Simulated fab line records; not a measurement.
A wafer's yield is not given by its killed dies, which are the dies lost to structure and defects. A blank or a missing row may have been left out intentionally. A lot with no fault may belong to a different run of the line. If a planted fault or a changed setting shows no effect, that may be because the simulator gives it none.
fab line records :: flow rit-cmos
[record]
  lots = 7
  wafers = 21
  last-day = 7
route steps=202 shown NSD@133 PSD@142
lots that met no fault: taken from a fault-free run of the same line
start-h: hours from the record's first day to the start of the lot's first wafer shown :: wait-h: time in hours since the lot's previous step :: " as in the row above :: L1.1+2: one row covering several wafers at once :: - no value present, or no start provided :: * or withheld: withheld :: < > ~ a bound
route shown NAME@n: NAME is a module with steps in the file, n the number in the route of the first one :: usual: average and standard deviation across the fault-free wafers :: same: alike in all rows :: chamber/n: place in a boat :: sites: each site's reading :: _std_site: standard deviation across them :: _edge_site: mean of outer sites minus mean of inner sites :: radius-mm: for every site, how far away it sits from the centre of the wafer :: mask NAME#n: copy n :: behind: the tool/chamber that last shaped the wafer :: hold: why the lot went on hold/how many hours it stayed there/how the hold came to an end :: device: which transistor (n, p or np) failed to switch :: end of line: the same wafers' tests at the end of the route :: a step with no rows: only its recipe :: killed: dies lost to structure and defects at the first sort, not the wafer's yield :: map: the dies of a wafer, with x for killed, . for not killed, _ for no die there
set.NAME: the run value of the setting; set.NAME@STEP: its run value at that earlier step :: model.NAME: the simulator's own value behind a step, which no gauge read
a table for each step, a row for each wafer; lots at some steps of the route
services: the hour from which a tool's chamber was out of use, counted from the record's first day as start-h (under 0 if before that day), plus the number of hours and why
[[steps]]
[step RIT_NSD_SOFTBAKE_02]
[recipe]
  resist = NOVOLAK
  temp-c = 90
  time-s = 60
[step RIT_NSD_EXPOSE_03]
[recipe]
  mask-id = M9
  na = 0.57
  target-cd-nm = 40700
  dose-mj = 250
[step RIT_NSD_PEB_04]
[recipe]
  resist = NOVOLAK
  temp-c = withheld
  time-s = withheld
[step RIT_NSD_DEVELOP_05]
[recipe]
  resist = NOVOLAK
  develop-time-s = 50
  dev-temp-c = 23
[step RIT_NSD_OVL_MEAS_06]
[usual]
  NSD_OVL = 0.1/1.3
lot.wafer: L139.2
tool: overlay-02
chamber: -
start-h: 75.61
wait-h: -
NSD_OVL[nm]: -1.5

lot.wafer: L139.3
tool: overlay-02
chamber: -
start-h: 75.61
wait-h: -
NSD_OVL[nm]: 0.2

lot.wafer: L139.6
tool: overlay-02
chamber: -
start-h: 75.61
wait-h: -
NSD_OVL[nm]: -0.4

lot.wafer: L142.3
tool: overlay-02
chamber: -
start-h: 87.50
wait-h: -
NSD_OVL[nm]: -0.3

lot.wafer: L142.4
tool: overlay-02
chamber: -
start-h: 87.50
wait-h: -
NSD_OVL[nm]: -0.2

lot.wafer: L142.6
tool: overlay-02
chamber: -
start-h: 87.50
wait-h: -
NSD_OVL[nm]: -1.3

lot.wafer: L143.2
tool: overlay-01
chamber: -
start-h: 92.38
wait-h: -
NSD_OVL[nm]: -0.4

lot.wafer: L143.4
tool: overlay-01
chamber: -
start-h: 92.38
wait-h: -
NSD_OVL[nm]: 0.9

lot.wafer: L143.5
tool: overlay-01
chamber: -
start-h: 92.38
wait-h: -
NSD_OVL[nm]: -1.1

lot.wafer: L152.3
tool: overlay-01
chamber: -
start-h: 134.25
wait-h: -
NSD_OVL[nm]: -0.1

lot.wafer: L152.4
tool: overlay-01
chamber: -
start-h: 134.25
wait-h: -
NSD_OVL[nm]: 0.6

lot.wafer: L152.6
tool: overlay-01
chamber: -
start-h: 134.25
wait-h: -
NSD_OVL[nm]: 0.3

lot.wafer: L153.1
tool: overlay-01
chamber: -
start-h: 141.97
wait-h: -
NSD_OVL[nm]: 0.1

lot.wafer: L153.3
tool: overlay-01
chamber: -
start-h: 141.97
wait-h: -
NSD_OVL[nm]: -1.0

lot.wafer: L153.5
tool: overlay-01
chamber: -
start-h: 141.97
wait-h: -
NSD_OVL[nm]: 0.8

lot.wafer: L154.1
tool: overlay-01
chamber: -
start-h: 148.81
wait-h: -
NSD_OVL[nm]: 0.7

lot.wafer: L154.3
tool: overlay-01
chamber: -
start-h: 148.81
wait-h: -
NSD_OVL[nm]: 1.1

lot.wafer: L154.5
tool: overlay-01
chamber: -
start-h: 148.81
wait-h: -
NSD_OVL[nm]: 0.4

lot.wafer: L158.2
tool: overlay-01
chamber: -
start-h: 167.27
wait-h: -
NSD_OVL[nm]: 1.8

lot.wafer: L158.5
tool: overlay-01
chamber: -
start-h: 167.27
wait-h: -
NSD_OVL[nm]: 1.4

lot.wafer: L158.6
tool: overlay-01
chamber: -
start-h: 167.27
wait-h: -
NSD_OVL[nm]: 2.0
[step RIT_NSD_HARDBAKE_07]
[recipe]
  resist = NOVOLAK
  temp-c = 140
  time-s = 60
[step RIT_NSD_IMPLANT_08]
[recipe]
  species = P
  energy-kev = 25
  dose-cm2 = 1e+15
  tilt-deg = 7
[step RIT_NSD_STRIP_09]
[recipe]
  chemistry = O2
  time-s = 180
  resist = NOVOLAK
  platen-temp-c = withheld
  power-w = 500
  pressure-mtorr = 4000
  o2-flow-sccm = 4000
[usual]
  drypump-motor-current-A = 5.67/0.28
lot.wafer: L139.2
tool: plasma-asher-01
chamber: 0
start-h: 75.94
wait-h: 0.1
drypump-motor-current-A: 5.36
rf-hours-counter-h: 45

lot.wafer: L139.3
tool: plasma-asher-01
chamber: 1
start-h: 75.94
wait-h: 0.1
drypump-motor-current-A: 5.52
rf-hours-counter-h: -

lot.wafer: L139.6
tool: plasma-asher-01
chamber: 1
start-h: 75.94
wait-h: 0.1
drypump-motor-current-A: 5.53
rf-hours-counter-h: -

lot.wafer: L142.3
tool: plasma-asher-01
chamber: 1
start-h: 88.02
wait-h: 0.1
drypump-motor-current-A: 5.51
rf-hours-counter-h: -

lot.wafer: L142.4
tool: plasma-asher-01
chamber: 0
start-h: 88.02
wait-h: 0.1
drypump-motor-current-A: 5.36
rf-hours-counter-h: -

lot.wafer: L142.6
tool: plasma-asher-01
chamber: 0
start-h: 88.02
wait-h: 0.1
drypump-motor-current-A: 5.36
rf-hours-counter-h: -

lot.wafer: L143.2
tool: plasma-asher-04
chamber: 1
start-h: 92.71
wait-h: 0.1
drypump-motor-current-A: 6.11
rf-hours-counter-h: 30

lot.wafer: L143.4
tool: plasma-asher-04
chamber: 1
start-h: 92.71
wait-h: 0.1
drypump-motor-current-A: 6.10
rf-hours-counter-h: -

lot.wafer: L143.5
tool: plasma-asher-04
chamber: 0
start-h: 92.71
wait-h: 0.1
drypump-motor-current-A: 5.51
rf-hours-counter-h: -

lot.wafer: L152.3
tool: plasma-asher-04
chamber: 0
start-h: 134.79
wait-h: 0.1
drypump-motor-current-A: 5.53
rf-hours-counter-h: -

lot.wafer: L152.4
tool: plasma-asher-04
chamber: 1
start-h: 134.79
wait-h: 0.1
drypump-motor-current-A: 6.11
rf-hours-counter-h: -

lot.wafer: L152.6
tool: plasma-asher-04
chamber: 0
start-h: 134.79
wait-h: 0.1
drypump-motor-current-A: 5.52
rf-hours-counter-h: -

lot.wafer: L153.1
tool: plasma-asher-01
chamber: 1
start-h: 142.31
wait-h: 0.1
drypump-motor-current-A: 5.52
rf-hours-counter-h: 2

lot.wafer: L153.3
tool: plasma-asher-01
chamber: 1
start-h: 142.31
wait-h: 0.1
drypump-motor-current-A: 5.51
rf-hours-counter-h: -

lot.wafer: L153.5
tool: plasma-asher-01
chamber: 0
start-h: 142.31
wait-h: 0.1
drypump-motor-current-A: 5.35
rf-hours-counter-h: -

lot.wafer: L154.1
tool: plasma-asher-04
chamber: 0
start-h: 149.18
wait-h: 0.1
drypump-motor-current-A: 5.57
rf-hours-counter-h: 37

lot.wafer: L154.3
tool: plasma-asher-04
chamber: 0
start-h: 149.18
wait-h: 0.1
drypump-motor-current-A: 5.55
rf-hours-counter-h: -

lot.wafer: L154.5
tool: plasma-asher-04
chamber: 1
start-h: 149.18
wait-h: 0.1
drypump-motor-current-A: 6.10
rf-hours-counter-h: -

lot.wafer: L158.2
tool: plasma-asher-04
chamber: 1
start-h: 167.60
wait-h: 0.1
drypump-motor-current-A: 6.12
rf-hours-counter-h: 39

lot.wafer: L158.5
tool: plasma-asher-04
chamber: 0
start-h: 167.60
wait-h: 0.1
drypump-motor-current-A: 5.54
rf-hours-counter-h: -

lot.wafer: L158.6
tool: plasma-asher-04
chamber: 1
start-h: 167.60
wait-h: 0.1
drypump-motor-current-A: 6.09
rf-hours-counter-h: -
[step RIT_NSD_TW_MEAS_10]
[usual]
  NSD_TW = 3137/13
lot.wafer: L139.2
tool: film-metro-02
chamber: -
start-h: 76.12
wait-h: 0.1
NSD_TW: 3117

lot.wafer: L139.3
tool: film-metro-02
chamber: -
start-h: 76.12
wait-h: 0.1
NSD_TW: 3126

lot.wafer: L139.6
tool: film-metro-02
chamber: -
start-h: 76.12
wait-h: 0.1
NSD_TW: 3117

lot.wafer: L142.3
tool: film-metro-03
chamber: -
start-h: 88.16
wait-h: 0.1
NSD_TW: 3145

lot.wafer: L142.4
tool: film-metro-03
chamber: -
start-h: 88.16
wait-h: 0.1
NSD_TW: 3144

lot.wafer: L142.6
tool: film-metro-03
chamber: -
start-h: 88.16
wait-h: 0.1
NSD_TW: 3126

lot.wafer: L143.2
tool: film-metro-04
chamber: -
start-h: 92.90
wait-h: 0.1
NSD_TW: 3148

lot.wafer: L143.4
tool: film-metro-04
chamber: -
start-h: 92.90
wait-h: 0.1
NSD_TW: 3133

lot.wafer: L143.5
tool: film-metro-04
chamber: -
start-h: 92.90
wait-h: 0.1
NSD_TW: 3134

lot.wafer: L152.3
tool: film-metro-02
chamber: -
start-h: 134.92
wait-h: 0.1
NSD_TW: 3144

lot.wafer: L152.4
tool: film-metro-02
chamber: -
start-h: 134.92
wait-h: 0.1
NSD_TW: 3154

lot.wafer: L152.6
tool: film-metro-02
chamber: -
start-h: 134.92
wait-h: 0.1
NSD_TW: 3146

lot.wafer: L153.1
tool: film-metro-02
chamber: -
start-h: 142.49
wait-h: 0.1
NSD_TW: 3131

lot.wafer: L153.3
tool: film-metro-02
chamber: -
start-h: 142.49
wait-h: 0.1
NSD_TW: 3145

lot.wafer: L153.5
tool: film-metro-02
chamber: -
start-h: 142.49
wait-h: 0.1
NSD_TW: 3145

lot.wafer: L154.1
tool: film-metro-02
chamber: -
start-h: 149.36
wait-h: 0.1
NSD_TW: 3155

lot.wafer: L154.3
tool: film-metro-02
chamber: -
start-h: 149.36
wait-h: 0.1
NSD_TW: 3141

lot.wafer: L154.5
tool: film-metro-02
chamber: -
start-h: 149.36
wait-h: 0.1
NSD_TW: 3133

lot.wafer: L158.2
tool: film-metro-02
chamber: -
start-h: 167.79
wait-h: 0.1
NSD_TW: 3155

lot.wafer: L158.5
tool: film-metro-02
chamber: -
start-h: 167.79
wait-h: 0.1
NSD_TW: 3138

lot.wafer: L158.6
tool: film-metro-02
chamber: -
start-h: 167.79
wait-h: 0.1
NSD_TW: 3139
[step RIT_PSD_HMDS_00]
[recipe]
  prime-time-s = 60
  prime-temp-c = 140
[step RIT_PSD_COAT_01]
[recipe]
  resist = NOVOLAK
  spin-rpm = 3250
  resist-thk-nm = 1000
[step RIT_PSD_SOFTBAKE_02]
[recipe]
  resist = NOVOLAK
  temp-c = 90
  time-s = 60
[step RIT_PSD_EXPOSE_03]
[recipe]
  mask-id = M10
  na = 0.57
  target-cd-nm = 40900
  dose-mj = 250
[usual]
  exposure-dose-mJ-cm2 = 250.00/0.25
  focus-offset-nm = 0.0/0.51
  na = 0.57/0
lot.wafer: L139.2
tool: iline-stepper-02
chamber: 0
start-h: 76.77
wait-h: 0.2
mask: M10#0
exposure-dose-mJ-cm2: 249.84
focus-offset-nm: -0.3
na: 0.57

lot.wafer: L139.3
tool: iline-stepper-02
chamber: 0
start-h: 76.77
wait-h: 0.2
mask: M10#0
exposure-dose-mJ-cm2: 249.92
focus-offset-nm: 0.6
na: 0.57

lot.wafer: L139.6
tool: iline-stepper-02
chamber: 0
start-h: 76.77
wait-h: 0.2
mask: M10#0
exposure-dose-mJ-cm2: 250.03
focus-offset-nm: 0.6
na: 0.57

lot.wafer: L142.3
tool: iline-stepper-02
chamber: 0
start-h: 88.81
wait-h: 0.2
mask: M10#0
exposure-dose-mJ-cm2: 250.06
focus-offset-nm: 0.4
na: 0.57

lot.wafer: L142.4
tool: iline-stepper-02
chamber: 0
start-h: 88.81
wait-h: 0.2
mask: M10#0
exposure-dose-mJ-cm2: 250.20
focus-offset-nm: -0.1
na: 0.57

lot.wafer: L142.6
tool: iline-stepper-02
chamber: 0
start-h: 88.81
wait-h: 0.2
mask: M10#0
exposure-dose-mJ-cm2: 250.41
focus-offset-nm: -0.1
na: 0.57

lot.wafer: L143.2
tool: iline-stepper-02
chamber: 0
start-h: 93.42
wait-h: 0.1
mask: M10#0
exposure-dose-mJ-cm2: 250.02
focus-offset-nm: 0.5
na: 0.57

lot.wafer: L143.4
tool: iline-stepper-02
chamber: 0
start-h: 93.42
wait-h: 0.1
mask: M10#0
exposure-dose-mJ-cm2: 250.07
focus-offset-nm: -0.4
na: 0.57

lot.wafer: L143.5
tool: iline-stepper-02
chamber: 0
start-h: 93.42
wait-h: 0.1
mask: M10#0
exposure-dose-mJ-cm2: 250.15
focus-offset-nm: 0.0
na: 0.57

lot.wafer: L152.3
tool: iline-stepper-02
chamber: -
start-h: 135.65
wait-h: 0.2
mask: M10#0
exposure-dose-mJ-cm2: -
focus-offset-nm: -
na: -

lot.wafer: L152.4
tool: iline-stepper-02
chamber: -
start-h: 135.65
wait-h: 0.2
mask: M10#0
exposure-dose-mJ-cm2: -
focus-offset-nm: -
na: -

lot.wafer: L152.6
tool: iline-stepper-02
chamber: -
start-h: 135.65
wait-h: 0.2
mask: M10#0
exposure-dose-mJ-cm2: -
focus-offset-nm: -
na: -

lot.wafer: L153.1
tool: iline-stepper-02
chamber: -
start-h: 143.07
wait-h: 0.2
mask: M10#0
exposure-dose-mJ-cm2: -
focus-offset-nm: -
na: -

lot.wafer: L153.3
tool: iline-stepper-02
chamber: -
start-h: 143.07
wait-h: 0.2
mask: M10#0
exposure-dose-mJ-cm2: -
focus-offset-nm: -
na: -

lot.wafer: L153.5
tool: iline-stepper-02
chamber: -
start-h: 143.07
wait-h: 0.2
mask: M10#0
exposure-dose-mJ-cm2: -
focus-offset-nm: -
na: -

lot.wafer: L154.1
tool: iline-stepper-02
chamber: -
start-h: 149.87
wait-h: 0.1
mask: M10#0
exposure-dose-mJ-cm2: -
focus-offset-nm: -
na: -

lot.wafer: L154.3
tool: iline-stepper-02
chamber: -
start-h: 149.87
wait-h: 0.1
mask: M10#0
exposure-dose-mJ-cm2: -
focus-offset-nm: -
na: -

lot.wafer: L154.5
tool: iline-stepper-02
chamber: -
start-h: 149.87
wait-h: 0.1
mask: M10#0
exposure-dose-mJ-cm2: -
focus-offset-nm: -
na: -

lot.wafer: L158.2
tool: iline-stepper-01
chamber: 0
start-h: 168.43
wait-h: 0.2
mask: M10#0
exposure-dose-mJ-cm2: 250.00
focus-offset-nm: -0.4
na: 0.57

lot.wafer: L158.5
tool: iline-stepper-01
chamber: 0
start-h: 168.43
wait-h: 0.2
mask: M10#0
exposure-dose-mJ-cm2: 250.32
focus-offset-nm: -0.2
na: 0.57

lot.wafer: L158.6
tool: iline-stepper-01
chamber: 0
start-h: 168.43
wait-h: 0.2
mask: M10#0
exposure-dose-mJ-cm2: 249.93
focus-offset-nm: 0.2
na: 0.57
[step RIT_PSD_PEB_04]
[recipe]
  resist = NOVOLAK
  temp-c = withheld
  time-s = withheld
[[services]]
tool: iline-stepper-02
chamber: 0
start-h: 70.03
hours: -
kind: calibration

tool: iline-stepper-02
chamber: -
start-h: 72.64
hours: 1.7
kind: pm

tool: plasma-asher-01
chamber: -
start-h: 103.58
hours: 5.6
kind: repair

tool: iline-stepper-01
chamber: 0
start-h: 104.89
hours: -
kind: calibration

tool: plasma-asher-01
chamber: -
start-h: 109.20
hours: 9.0
kind: pm

tool: plasma-asher-01
chamber: 0
start-h: 109.20
hours: 9.0
kind: vent-cycle

tool: plasma-asher-01
chamber: 1
start-h: 109.20
hours: 9.0
kind: vent-cycle

tool: plasma-asher-01
chamber: 0
start-h: 118.20
hours: -
kind: clean

tool: plasma-asher-01
chamber: 1
start-h: 118.20
hours: -
kind: clean

tool: iline-stepper-01
chamber: -
start-h: 135.43
hours: 2.4
kind: repair

tool: iline-stepper-01
chamber: -
start-h: 137.80
hours: 1.7
kind: pm
[[key]]
[first-sign]
  step = RIT_PSD_EXPOSE_03
  reading = tool-record
  direction = missing
effect none on later readings
met-at RIT_PSD_EXPOSE_03
struck-wafers L152.3,L152.4,L152.6,L153.1,L153.3,L153.5,L154.1,L154.3,L154.5
sort-left-out L152.3,L152.4,L152.6,L153.1,L153.3,L153.5,L154.1,L154.3,L154.5
tester-left-out L152,L153,L154
onset-between 93.42 135.65
[fault]
  kind = skipped-step-whole
  tool = iline-stepper-02
  chamber = -
  onset-h = 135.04
  steps = RIT_PSD_EXPOSE_03
  scope = struck-lots-only
// tester-left-out: of these lots the tester's yield and bins aren't shown, on N5 and GAA mostly nor the transistor test; their killed dies are dies lost to structure and defects alone, not to doping, threshold or leakage, so they don't give the yield
// sort-left-out: the simulated sort isn't trusted on such a fault, so these wafers' sort isn't shown, and their yield isn't known
